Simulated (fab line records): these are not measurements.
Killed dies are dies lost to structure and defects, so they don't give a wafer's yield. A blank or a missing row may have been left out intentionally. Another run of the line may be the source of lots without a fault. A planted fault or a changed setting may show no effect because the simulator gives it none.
fab line records + flow berkeleyCmos170
record
- lots=14
- wafers=42
- lastDay=12
route steps=331 shown ACTIVE@73 SILICIDE@211 M3@310
lots with no fault: from the same line, run without faults
startH: the number of hours between the record's first day and the start of the first shown wafer of the lot + waitH: hours from the lot's prior step to this one + " same as the row above + L1.1+2: a row that stands for several wafers + - value missing, or start not given + * or withheld: withheld + < > ~ a bound
route shown NAME@n: a module of which the file shows steps, and the number in the route of the first + usual: mean and standard deviation over wafers with no fault + same: alike in all rows + chamber/n: place in a boat + sites: per-site readings + _std_site: the standard deviation of these + _edge_site: outer sites' mean less inner sites' + radiusMm: how far each site lies from the wafer's centre + mask NAME#n: copy n + behind: the most recent tool/chamber to have shaped the wafer + hold: why the lot was held/for how many hours/how that ended + device: whichever transistor did not switch (one of n, p or np) + end of line: tests of these same wafers at the route's end + for a step that has no rows: nothing shown but its recipe + killed: dies lost to structure and defects at the first sort, not the wafer's yield + map: shows each die of a wafer: x if killed, . if not, _ if none is there
set.NAME: setting as actually run; set.NAME@STEP: the setting as run at that earlier step + model.NAME: the simulator's own value behind a step, which no gauge read
steps of the route over a sample of lots; a table a step, a row a wafer
services: from which hour (startH, from the record's first day; less than 0 if before it) a tool's chamber was out of use, for how many hours, and why
## steps
# step UCB170_ACTIVE_CD_MEAS_13
# recipe
- targetCdNm=1200
# usual
- cdNm=1200.2/1.4
| lot.wafer | tool     | chamber | startH | waitH | cdNm   |
|-----------|----------|---------|--------|-------|--------|
| L108.1    | cdSem-02 | -       | 81.10  | -     | 1200.9 |
| L108.2    | "        | -       | "      | "     | 1199.9 |
| L108.6    | "        | -       | "      | "     | 1200.4 |
| L109.1    | cdSem-01 | -       | 86.56  | -     | 1199.8 |
| L109.2    | "        | -       | "      | "     | 1199.8 |
| L109.5    | "        | -       | "      | "     | 1201.0 |
| L111.1    | cdSem-02 | -       | 86.78  | -     | 1202.2 |
| L111.2    | "        | -       | "      | "     | 1202.4 |
| L111.4    | "        | -       | "      | "     | 1202.6 |
| L112.2    | cdSem-01 | -       | 102.42 | -     | 1201.2 |
| L112.4    | "        | -       | "      | "     | 1199.9 |
| L112.6    | "        | -       | "      | "     | 1203.2 |
| L114.1    | cdSem-02 | -       | 119.35 | -     | 1197.6 |
| L114.3    | "        | -       | "      | "     | 1198.4 |
| L114.5    | "        | -       | "      | "     | 1198.3 |
| L117.1    | cdSem-02 | -       | 122.82 | -     | 1201.6 |
| L117.3    | "        | -       | "      | "     | 1199.7 |
| L117.6    | "        | -       | "      | "     | 1198.8 |
| L115.4    | cdSem-01 | -       | 123.00 | -     | 1203.2 |
| L115.5    | "        | -       | "      | "     | 1202.5 |
| L115.6    | "        | -       | "      | "     | 1202.5 |
| L118.2    | cdSem-01 | -       | 131.82 | -     | 1199.9 |
| L118.4    | "        | -       | "      | "     | 1200.1 |
| L118.6    | "        | -       | "      | "     | 1200.1 |
| L123.2    | cdSem-01 | -       | 159.91 | -     | 1201.0 |
| L123.3    | "        | -       | "      | "     | 1198.9 |
| L123.5    | "        | -       | "      | "     | 1199.8 |
| L125.2    | cdSem-02 | -       | 166.08 | -     | 1198.9 |
| L125.3    | "        | -       | "      | "     | 1199.6 |
| L125.5    | "        | -       | "      | "     | 1198.8 |
| L127.2    | cdSem-02 | -       | 170.44 | -     | 1200.6 |
| L127.4    | "        | -       | "      | "     | 1200.4 |
| L127.5    | "        | -       | "      | "     | 1200.7 |
| L126.2    | cdSem-01 | -       | 170.60 | -     | 1202.5 |
| L126.3    | "        | -       | "      | "     | 1202.1 |
| L126.5    | "        | -       | "      | "     | 1200.3 |
| L129.1    | cdSem-02 | -       | 186.77 | -     | 1201.4 |
| L129.2    | "        | -       | "      | "     | 1201.1 |
| L129.3    | "        | -       | "      | "     | 1201.0 |
| L130.3    | cdSem-01 | -       | 200.30 | -     | 1200.7 |
| L130.5    | "        | -       | "      | "     | 1200.0 |
| L130.6    | "        | -       | "      | "     | 1200.4 |
# step UCB170_ACTIVE_ETCH_15
# recipe
- chemistry=CH3F/Ar/O2
- target=Si3N4
- stopOn=SiO2
- CH3F_flow_sccm=20
- Ar_flow_sccm=50
- O2_flow_sccm=7
- pressureMtorr=50
- rfW=450
- targetDepthA=2420
- overEtchFrac=0.1
- timeS=151
# usual
- drypumpMotorCurrentA=5.6/0.39
- oesProductAu=0.937/0.012
- throttleValvePct=8.03/0.11
# same
- overEtchFrac=0.1
| lot.wafer | tool       | chamber | startH | waitH | drypumpMotorCurrentA | oesProductAu | rfHoursCounterH | throttleValvePct |
|-----------|------------|---------|--------|-------|----------------------|--------------|-----------------|------------------|
| L108.1    | rieDiel-01 | 1       | 81.26  | 0.0   | 5.3                  | 0.940        | 2               | 8.02             |
| L108.2    | "          | 0       | "      | "     | 4.8                  | 0.939        | 89              | 7.84             |
| L108.6    | "          | 1       | "      | "     | 5.3                  | 0.944        | -               | 8.03             |
| L109.1    | rieDiel-01 | 1       | 86.71  | 0.0   | 5.4                  | 0.942        | 3               | 8.03             |
| L109.2    | "          | 0       | "      | "     | 4.8                  | 0.945        | 89              | 7.85             |
| L109.5    | "          | 3       | "      | "     | 5.7                  | 0.924        | -               | 8.21             |
| L111.1    | rieDiel-02 | 2       | 86.94  | 0.0   | 5.7                  | 0.936        | 101             | 7.94             |
| L111.2    | "          | 3       | "      | "     | 6.0                  | 0.917        | 1               | 8.12             |
| L111.4    | "          | 0       | "      | "     | 5.3                  | 0.933        | 78              | 7.96             |
| L112.2    | rieDiel-03 | 3       | 102.55 | 0.0   | 5.3                  | 0.943        | 153             | 8.05             |
| L112.4    | "          | 2       | "      | "     | 5.8                  | 0.927        | 32              | 8.04             |
| L112.6    | "          | 0       | "      | "     | 5.2                  | 0.925        | -               | 7.91             |
| L114.1    | rieDiel-01 | 3       | 119.51 | 0.0   | 5.7                  | 0.938        | 71              | 8.20             |
| L114.3    | "          | 0       | "      | "     | 4.7                  | 0.954        | 90              | 7.84             |
| L114.5    | "          | 1       | "      | "     | 5.3                  | 0.954        | -               | 8.03             |
| L117.1    | rieDiel-03 | 2       | 122.98 | 0.0   | 5.8                  | 0.936        | 33              | 8.04             |
| L117.3    | "          | 0       | "      | "     | 5.2                  | 0.929        | 14              | 7.92             |
| L117.6    | "          | 2       | "      | "     | 5.9                  | 0.937        | -               | 8.03             |
| L115.4    | rieDiel-02 | 1       | 123.18 | 0.1   | 6.2                  | 0.944        | -               | 8.09             |
| L115.5    | "          | 0       | "      | "     | 5.3                  | 0.940        | -               | 7.96             |
| L115.6    | "          | 3       | "      | "     | 5.9                  | 0.922        | -               | 8.14             |
| L118.2    | rieDiel-03 | 2       | 131.96 | 0.0   | 5.8                  | 0.932        | 34              | 8.04             |
| L118.4    | "          | 3       | "      | "     | 5.3                  | 0.948        | 154             | 8.05             |
| L118.6    | "          | 1       | "      | "     | 5.9                  | 0.909        | -               | 7.98             |
| L123.2    | rieDiel-03 | 3       | 160.05 | 0.0   | 5.3                  | 0.934        | 0               | 8.05             |
| L123.3    | "          | 0       | "      | "     | 5.2                  | 0.914        | 16              | 7.92             |
| L123.5    | "          | 0       | "      | "     | 5.2                  | 0.924        | -               | 7.93             |
| L125.2    | rieDiel-01 | 0       | 166.22 | 0.0   | 4.7                  | 0.937        | 92              | 7.86             |
| L125.3    | "          | 3       | "      | "     | 5.7                  | 0.937        | 73              | 8.21             |
| L125.5    | "          | 1       | "      | "     | 5.3                  | 0.948        | -               | 8.00             |
| L127.2    | rieDiel-03 | 0       | 170.58 | 0.0   | 5.2                  | 0.936        | 16              | 7.94             |
| L127.4    | "          | 3       | "      | "     | 5.3                  | 0.956        | 1               | 8.05             |
| L127.5    | "          | 0       | "      | "     | 5.2                  | 0.931        | -               | 7.95             |
| L126.2    | rieDiel-02 | 0       | 170.73 | 0.0   | 5.3                  | 0.941        | 83              | 7.98             |
| L126.3    | "          | 1       | "      | "     | 6.2                  | 0.952        | 97              | 8.07             |
| L126.5    | "          | 2       | "      | "     | 5.7                  | 0.948        | -               | 7.92             |
| L129.1    | rieDiel-02 | 0       | 186.93 | 0.0   | 5.3                  | 0.929        | 83              | 7.97             |
| L129.2    | "          | 1       | "      | "     | 6.3                  | 0.936        | 98              | 8.07             |
| L129.3    | "          | 3       | "      | "     | 5.9                  | 0.927        | 6               | 8.13             |
| L130.3    | rieDiel-01 | 3       | 200.41 | 0.0   | 5.8                  | 0.942        | 74              | 8.20             |
| L130.5    | "          | 1       | "      | "     | 5.4                  | 0.954        | -               | 8.02             |
| L130.6    | "          | 3       | "      | "     | 5.8                  | 0.935        | -               | 8.21             |
# step UCB170_SILICIDE_SPUTTER_01
# recipe
- material=Ti
- targetThkNm=30
- timeS=25
- powerW=1500
- chamberPressurePa=0.5
# usual
- cathodeDcPowerW=1500.0/0.27
- chamberPressurePa=0.4999/0.001
- throttleValvePct=30.1/1.1
| lot.wafer | tool          | chamber | startH | waitH | cathodeDcPowerW | chamberPressurePa | throttleValvePct |
|-----------|---------------|---------|--------|-------|-----------------|-------------------|------------------|
| L111.1    | pvdSputter-04 | -       | 149.53 | 0.0   | 1499.8          | 0.4997            | 29.1             |
| L111.2    | "             | -       | "      | "     | 1500.4          | 0.4989            | 30.3             |
| L111.4    | "             | -       | "      | "     | 1499.8          | 0.5000            | 29.6             |
| L108.1    | pvdSputter-03 | -       | 149.70 | 0.0   | 1499.8          | 0.4991            | 29.6             |
| L108.2    | "             | -       | "      | "     | 1499.9          | 0.5015            | 30.6             |
| L108.6    | "             | -       | "      | "     | 1500.3          | 0.5004            | 29.7             |
| L109.1    | pvdSputter-01 | -       | 150.43 | 0.0   | 1500.2          | 0.4989            | 33.0             |
| L109.2    | "             | -       | "      | "     | 1500.3          | 0.4981            | 29.6             |
| L109.5    | "             | -       | "      | "     | 1499.9          | 0.5004            | 30.5             |
| L112.2    | pvdSputter-04 | -       | 161.85 | 0.0   | 1500.8          | 0.5001            | 29.4             |
| L112.4    | "             | -       | "      | "     | 1500.3          | 0.5008            | 29.8             |
| L112.6    | "             | -       | "      | "     | 1499.9          | 0.5006            | 30.2             |
| L115.4    | pvdSputter-04 | -       | 191.05 | 0.0   | 1499.6          | 0.4986            | 30.2             |
| L115.5    | "             | -       | "      | "     | 1499.5          | 0.5003            | 30.6             |
| L115.6    | "             | -       | "      | "     | 1499.2          | 0.5008            | 29.8             |
| L114.1    | pvdSputter-03 | -       | 191.36 | 0.0   | -               | -                 | -                |
| L114.3    | "             | -       | "      | "     | -               | -                 | -                |
| L114.5    | "             | -       | "      | "     | -               | -                 | -                |
| L118.2    | pvdSputter-01 | -       | 191.82 | 0.0   | -               | -                 | -                |
| L118.4    | "             | -       | "      | "     | -               | -                 | -                |
| L118.6    | "             | -       | "      | "     | -               | -                 | -                |
| L117.1    | pvdSputter-04 | -       | 192.63 | 0.0   | 1500.0          | 0.4989            | 30.3             |
| L117.3    | "             | -       | "      | "     | 1500.3          | 0.5002            | 29.8             |
| L117.6    | "             | -       | "      | "     | 1500.1          | 0.4994            | 29.6             |
| L123.2    | pvdSputter-01 | -       | 219.14 | 0.0   | 1500.0          | 0.5008            | 32.6             |
| L123.3    | "             | -       | "      | "     | 1499.1          | 0.5007            | 29.5             |
| L123.5    | "             | -       | "      | "     | 1500.3          | 0.5014            | 29.3             |
| L126.2    | pvdSputter-04 | -       | 230.05 | 0.0   | 1499.9          | 0.4995            | 30.3             |
| L126.3    | "             | -       | "      | "     | 1499.7          | 0.4991            | 29.7             |
| L126.5    | "             | -       | "      | "     | 1500.0          | 0.4985            | 30.1             |
| L125.2    | pvdSputter-03 | -       | 230.23 | 0.0   | 1500.0          | 0.5006            | 30.6             |
| L125.3    | "             | -       | "      | "     | 1499.6          | 0.5002            | 29.4             |
| L125.5    | "             | -       | "      | "     | 1499.9          | 0.5011            | 29.7             |
| L127.2    | pvdSputter-03 | -       | 230.80 | 0.0   | 1499.8          | 0.5004            | 29.5             |
| L127.4    | "             | -       | "      | "     | 1499.8          | 0.5014            | 30.9             |
| L127.5    | "             | -       | "      | "     | 1499.8          | 0.5005            | 29.5             |
| L129.1    | pvdSputter-01 | -       | 253.49 | 0.0   | 1499.7          | 0.5005            | 32.7             |
| L129.2    | "             | -       | "      | "     | 1499.5          | 0.4987            | 27.9             |
| L129.3    | "             | -       | "      | "     | 1500.4          | 0.5050            | 30.5             |
| L130.3    | pvdSputter-03 | -       | 265.83 | 0.0   | 1499.9          | 0.4986            | 30.8             |
| L130.5    | "             | -       | "      | "     | 1500.0          | 0.4995            | 30.8             |
| L130.6    | "             | -       | "      | "     | 1499.9          | 0.5000            | 29.8             |
# step UCB170_SILICIDE_RS_MEAS_02
# recipe
- thkMeasGauge=four-point-probe
- reads=Ti_of_SILICIDE_SPUTTER_01
# usual
- SILICIDE_TI_RS=26.1/0.34
| lot.wafer | tool         | chamber | startH | waitH | SILICIDE_TI_RS[ohm/sq] |
|-----------|--------------|---------|--------|-------|------------------------|
| L111.1    | filmMetro-02 | -       | 149.60 | 0.1   | 26.4                   |
| L111.2    | "            | -       | "      | "     | 26.3                   |
| L111.4    | "            | -       | "      | "     | 26.1                   |
| L108.1    | filmMetro-02 | -       | 149.78 | 0.1   | 26.0                   |
| L108.2    | "            | -       | "      | "     | 26.2                   |
| L108.6    | "            | -       | "      | "     | 26.2                   |
| L109.1    | filmMetro-03 | -       | 150.46 | 0.0   | 26.5                   |
| L109.2    | "            | -       | "      | "     | 26.8                   |
| L109.5    | "            | -       | "      | "     | 26.8                   |
| L112.2    | filmMetro-02 | -       | 161.90 | 0.0   | 25.8                   |
| L112.4    | "            | -       | "      | "     | 25.2                   |
| L112.6    | "            | -       | "      | "     | 25.6                   |
| L115.4    | filmMetro-01 | -       | 191.14 | 0.1   | 25.9                   |
| L115.5    | "            | -       | "      | "     | 26.1                   |
| L115.6    | "            | -       | "      | "     | 25.8                   |
| L114.1    | filmMetro-02 | -       | 191.39 | 0.0   | -                      |
| L114.3    | "            | -       | "      | "     | -                      |
| L114.5    | "            | -       | "      | "     | -                      |
| L118.2    | filmMetro-02 | -       | 191.87 | 0.0   | -                      |
| L118.4    | "            | -       | "      | "     | -                      |
| L118.6    | "            | -       | "      | "     | -                      |
| L117.1    | filmMetro-02 | -       | 192.66 | 0.0   | 25.3                   |
| L117.3    | "            | -       | "      | "     | 25.1                   |
| L117.6    | "            | -       | "      | "     | 25.1                   |
| L123.2    | filmMetro-02 | -       | 219.19 | 0.0   | 26.2                   |
| L123.3    | "            | -       | "      | "     | 26.2                   |
| L123.5    | "            | -       | "      | "     | 26.2                   |
| L126.2    | filmMetro-02 | -       | 230.10 | 0.0   | 25.9                   |
| L126.3    | "            | -       | "      | "     | 25.3                   |
| L126.5    | "            | -       | "      | "     | 25.7                   |
| L125.2    | filmMetro-02 | -       | 230.28 | 0.0   | 25.9                   |
| L125.3    | "            | -       | "      | "     | 25.9                   |
| L125.5    | "            | -       | "      | "     | 26.0                   |
| L127.2    | filmMetro-03 | -       | 230.85 | 0.0   | 26.4                   |
| L127.4    | "            | -       | "      | "     | 26.4                   |
| L127.5    | "            | -       | "      | "     | 26.5                   |
| L129.1    | filmMetro-02 | -       | 253.52 | 0.0   | 26.1                   |
| L129.2    | "            | -       | "      | "     | 26.2                   |
| L129.3    | "            | -       | "      | "     | 26.3                   |
| L130.3    | filmMetro-03 | -       | 265.90 | 0.1   | 26.4                   |
| L130.5    | "            | -       | "      | "     | 26.1                   |
| L130.6    | "            | -       | "      | "     | 25.9                   |
# step UCB170_SILICIDE_THK_MEAS_03
# recipe
- thkMeasGauge=xrf
- reads=Ti_of_SILICIDE_SPUTTER_01
# usual
- SILICIDE_TI_THK=30.0/0.37
| lot.wafer | tool         | chamber | startH | waitH | SILICIDE_TI_THK[nm] |
|-----------|--------------|---------|--------|-------|---------------------|
| L111.1    | filmMetro-02 | -       | 149.72 | 0.1   | 29.8                |
| L111.2    | "            | -       | "      | "     | 30.1                |
| L111.4    | "            | -       | "      | "     | 29.9                |
| L108.1    | filmMetro-02 | -       | 149.90 | 0.1   | 30.2                |
| L108.2    | "            | -       | "      | "     | 30.1                |
| L108.6    | "            | -       | "      | "     | 30.0                |
| L109.1    | filmMetro-03 | -       | 150.58 | 0.1   | 29.5                |
| L109.2    | "            | -       | "      | "     | 29.2                |
| L109.5    | "            | -       | "      | "     | 29.1                |
| L112.2    | filmMetro-02 | -       | 162.01 | 0.1   | 30.3                |
| L112.4    | "            | -       | "      | "     | 31.1                |
| L112.6    | "            | -       | "      | "     | 30.4                |
| L115.4    | filmMetro-01 | -       | 191.23 | 0.1   | 30.3                |
| L115.5    | "            | -       | "      | "     | 30.1                |
| L115.6    | "            | -       | "      | "     | 30.3                |
| L114.1    | filmMetro-02 | -       | 191.51 | 0.1   | <0.0                |
| L114.3    | "            | -       | "      | "     | <0.0                |
| L114.5    | "            | -       | "      | "     | <0.0                |
| L118.2    | filmMetro-02 | -       | 191.98 | 0.1   | <0.0                |
| L118.4    | "            | -       | "      | "     | <0.0                |
| L118.6    | "            | -       | "      | "     | <0.0                |
| L117.1    | filmMetro-02 | -       | 192.78 | 0.1   | 30.8                |
| L117.3    | "            | -       | "      | "     | 31.1                |
| L117.6    | "            | -       | "      | "     | 31.0                |
| L123.2    | filmMetro-02 | -       | 219.30 | 0.1   | 30.0                |
| L123.3    | "            | -       | "      | "     | 29.9                |
| L123.5    | "            | -       | "      | "     | 29.8                |
| L126.2    | filmMetro-02 | -       | 230.21 | 0.1   | 30.5                |
| L126.3    | "            | -       | "      | "     | 30.8                |
| L126.5    | "            | -       | "      | "     | 30.4                |
| L125.2    | filmMetro-02 | -       | 230.39 | 0.1   | 30.2                |
| L125.3    | "            | -       | "      | "     | 30.2                |
| L125.5    | "            | -       | "      | "     | 30.1                |
| L127.2    | filmMetro-03 | -       | 230.96 | 0.1   | 29.6                |
| L127.4    | "            | -       | "      | "     | 29.8                |
| L127.5    | "            | -       | "      | "     | 29.6                |
| L129.1    | filmMetro-02 | -       | 253.64 | 0.1   | 30.2                |
| L129.2    | "            | -       | "      | "     | 29.9                |
| L129.3    | "            | -       | "      | "     | 29.9                |
| L130.3    | filmMetro-03 | -       | 266.00 | 0.1   | 29.8                |
| L130.5    | "            | -       | "      | "     | 30.2                |
| L130.6    | "            | -       | "      | "     | 30.3                |
# step UCB170_M3_SPUTTER_01
# recipe
- material=Al
- targetThkNm=900
- timeS=120
- powerW=6000
- chamberPressurePa=0.5
# usual
- cathodeDcPowerW=6000.0/1
- chamberPressurePa=0.5002/0.001
- throttleValvePct=30.0/0.65
| lot.wafer | tool          | chamber | startH | waitH | cathodeDcPowerW | chamberPressurePa | throttleValvePct |
|-----------|---------------|---------|--------|-------|-----------------|-------------------|------------------|
| L108.1    | pvdSputter-03 | -       | 168.83 | 0.0   | 5999.7          | 0.5016            | 30.8             |
| L108.2    | "             | -       | "      | "     | 6001.3          | 0.4992            | 29.7             |
| L108.6    | "             | -       | "      | "     | 6000.1          | 0.4996            | 30.8             |
| L111.1    | pvdSputter-02 | -       | 169.67 | 0.0   | 6000.7          | 0.5006            | 29.4             |
| L111.2    | "             | -       | "      | "     | 5999.8          | 0.5012            | 30.8             |
| L111.4    | "             | -       | "      | "     | 6000.6          | 0.5012            | 30.8             |
| L109.1    | pvdSputter-02 | -       | 171.20 | 0.0   | 5997.4          | 0.5013            | 30.8             |
| L109.2    | "             | -       | "      | "     | 6000.0          | 0.5001            | 29.2             |
| L109.5    | "             | -       | "      | "     | 5997.7          | 0.4989            | 29.0             |
| L112.2    | pvdSputter-03 | -       | 181.99 | 0.0   | 6001.3          | 0.5002            | 29.6             |
| L112.4    | "             | -       | "      | "     | 5999.8          | 0.5008            | 29.8             |
| L112.6    | "             | -       | "      | "     | 5999.2          | 0.5017            | 29.7             |
| L115.4    | pvdSputter-02 | -       | 210.35 | 0.0   | 5999.3          | 0.4996            | 30.7             |
| L115.5    | "             | -       | "      | "     | 6000.0          | 0.4989            | 30.6             |
| L115.6    | "             | -       | "      | "     | 5999.6          | 0.5016            | 30.8             |
| L117.1    | pvdSputter-02 | -       | 213.99 | 0.0   | 5999.1          | 0.5012            | 30.9             |
| L117.3    | "             | -       | "      | "     | 6000.6          | 0.5000            | 30.8             |
| L117.6    | "             | -       | "      | "     | 6001.1          | 0.5006            | 31.0             |
| L123.2    | pvdSputter-03 | -       | 241.06 | 0.0   | 5999.4          | 0.5018            | 29.6             |
| L123.3    | "             | -       | "      | "     | 6002.0          | 0.4992            | 31.0             |
| L123.5    | "             | -       | "      | "     | 6001.4          | 0.4984            | 30.7             |
| L126.2    | pvdSputter-04 | -       | 249.80 | 0.0   | 6000.6          | 0.4995            | 29.5             |
| L126.3    | "             | -       | "      | "     | 6001.0          | 0.5008            | 29.6             |
| L126.5    | "             | -       | "      | "     | 5998.8          | 0.5021            | 29.7             |
| L125.2    | pvdSputter-03 | -       | 250.12 | 0.0   | 6000.3          | 0.5011            | 31.2             |
| L125.3    | "             | -       | "      | "     | 6000.8          | 0.5010            | 29.5             |
| L125.5    | "             | -       | "      | "     | 6001.3          | 0.5013            | 29.7             |
| L127.2    | pvdSputter-04 | -       | 254.62 | 0.0   | 5999.1          | 0.4993            | 29.3             |
| L127.4    | "             | -       | "      | "     | 6000.2          | 0.4995            | 30.5             |
| L127.5    | "             | -       | "      | "     | 5999.8          | 0.4991            | 29.1             |
| L129.1    | pvdSputter-03 | -       | 277.69 | 0.0   | 6001.6          | 0.4996            | 30.9             |
| L129.2    | "             | -       | "      | "     | 6000.7          | 0.5019            | 30.7             |
| L129.3    | "             | -       | "      | "     | 6000.9          | 0.5007            | 29.5             |
| L130.3    | pvdSputter-02 | -       | 289.90 | 0.0   | 6000.3          | 0.5010            | 30.5             |
| L130.5    | "             | -       | "      | "     | 6001.1          | 0.5000            | 30.7             |
| L130.6    | "             | -       | "      | "     | 5999.7          | 0.4994            | 29.3             |
## services
| tool          | chamber | startH | hours | kind                  |
|---------------|---------|--------|-------|-----------------------|
| pvdSputter-01 | -       | 58.29  | 3.5   | repair                |
| pvdSputter-02 | -       | 63.70  | 1.4   | repair                |
| rieDiel-02    | -       | 66.01  | 0.4   | repair                |
| pvdSputter-02 | 3       | 79.38  | -     | consumableReplace:kit |
| pvdSputter-02 | 3       | 79.38  | 18.0  | scheduledDown         |
| pvdSputter-02 | 3       | 79.38  | 18.0  | ventCycle             |
| pvdSputter-03 | -       | 82.39  | 2.1   | repair                |
| rieDiel-02    | 2       | 109.19 | 18.4  | repair                |
| rieDiel-01    | 2       | 122.73 | 3.9   | repair                |
| rieDiel-03    | 3       | 139.00 | -     | clean                 |
| rieDiel-03    | 3       | 139.00 | 14.3  | scheduledDown         |
| rieDiel-03    | 3       | 139.00 | 14.3  | ventCycle             |
| rieDiel-01    | 2       | 199.99 | 2.4   | repair                |
| pvdSputter-01 | 3       | 204.91 | -     | consumableReplace:kit |
| pvdSputter-01 | 3       | 204.91 | 18.0  | scheduledDown         |
| pvdSputter-01 | 3       | 204.91 | 18.0  | ventCycle             |
| rieDiel-01    | 1       | 205.51 | 33.8  | repair                |
| pvdSputter-03 | -       | 217.23 | 2.0   | repair                |
| rieDiel-02    | -       | 241.82 | 2.8   | pm                    |
| rieDiel-01    | 1       | 243.74 | 23.5  | repair                |
| rieDiel-03    | 2       | 259.46 | 6.5   | repair                |
| rieDiel-03    | 3       | 280.70 | 9.9   | repair                |
## key
firstSign
- step=UCB170_SILICIDE_SPUTTER_01
- reading=toolRecord
- direction=missing
effect
- step=UCB170_SILICIDE_RS_MEAS_02
- reading=SILICIDE_TI_RS
- direction=missing
effect
- step=UCB170_SILICIDE_THK_MEAS_03
- reading=SILICIDE_TI_THK
- direction=down
- sigmas=81
- usual=30.0
- struck=<0.0
metAt UCB170_SILICIDE_SPUTTER_01
struckLots L114,L118
laterRowsLeftOut L114.1,L114.3,L114.5,L118.2,L118.4,L118.6
sortLeftOut L114.1,L114.3,L114.5,L118.2,L118.4,L118.6
testerLeftOut L114,L118
notActingAt UCB170_ACTIVE_CD_MEAS_13,UCB170_ACTIVE_ETCH_15,UCB170_M3_SPUTTER_01
onsetBetween 150.43 191.36
fault
- kind=skippedStepWhole
- tool=pvdSputter-01,pvdSputter-03
- chamber=-
- onsetH=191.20
- steps=UCB170_SILICIDE_SPUTTER_01
- scope=struckLotsOnly
# testerLeftOut: of these lots the tester's yield and bins aren't shown, on N5 and GAA mostly nor the transistor test; their killed dies are dies lost to structure and defects alone, not to doping, threshold or leakage, so they don't give the yield
# sortLeftOut: the simulated sort isn't trusted on such a fault, so these wafers' sort isn't shown, and their yield isn't known
# laterRowsLeftOut: the simulator's readings of these wafers behind a module that went badly wrong aren't trusted and aren't shown, but for the sort
